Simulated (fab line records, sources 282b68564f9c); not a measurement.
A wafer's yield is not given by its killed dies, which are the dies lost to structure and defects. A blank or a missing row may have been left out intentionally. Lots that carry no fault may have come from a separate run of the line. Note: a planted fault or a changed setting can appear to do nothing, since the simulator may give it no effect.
The tool behind it: which one? | flow rit cmos | 18 wafers from 6 lots sampled at 2 of the route's 202 steps

WHAT EACH GAUGE READ, for each wafer
RIT_GATE_CD_MEAS_16: target cd 150 nm.
lot  | measured    | on        | cd nm (nm)
L436 | day 2 18:31 | cd sem-01 | 150.3 152.0 150.1
L439 | day 3 08:40 | cd sem-01 | 149.1 150.3 146.9
L441 | day 3 18:17 | cd sem-02 | 148.4 147.4 146.0
L447 | day 5 02:11 | cd sem-02 | 141.2 140.9 143.5
L455 | day 6 16:03 | cd sem-02 | 152.0 150.0 149.9
L457 | day 7 03:06 | cd sem-02 | 144.2 144.3 143.5

EACH LOT AND THE TOOL THAT RAN IT (in order: tool; ch and the chambers of the sampled wafers; start)
lot  | RIT_GATE_EXPOSE_13
L436 | iline stepper-01 ch 0, day 2 17:56
L439 | iline stepper-01 ch 0, day 3 08:16
L441 | iline stepper-01 ch 0, day 3 17:50
L447 | iline stepper-01 ch 0, day 5 01:47
L455 | iline stepper-02 ch 0, day 6 15:38
L457 | iline stepper-02 ch 0, day 7 02:42
- RIT_GATE_EXPOSE_13: exposes mask M6, target cd 150 nm.

THE ANSWER, worked out from the rows above alone
Rule: usual is defined by the lots themselves. The widest of any qualifying gaps counts: lots, ordered by their means at a reading, are off when they make up no more than a third of the lots, leave a main group of 4 or more, and stand apart from it by 3 or more times the standard deviation of that group's means. The tables above print the reading to a certain number of digits; a main group whose means all agree to those digits is not used. A lot without any number at a reading at which 4 lots or more have one is off too. Where the step has rows for the other lots, those lots are counted as sound.
No lot is off at any reading shown: from this, nothing can be told.

WHAT THE SIMULATOR HAD INSERTED
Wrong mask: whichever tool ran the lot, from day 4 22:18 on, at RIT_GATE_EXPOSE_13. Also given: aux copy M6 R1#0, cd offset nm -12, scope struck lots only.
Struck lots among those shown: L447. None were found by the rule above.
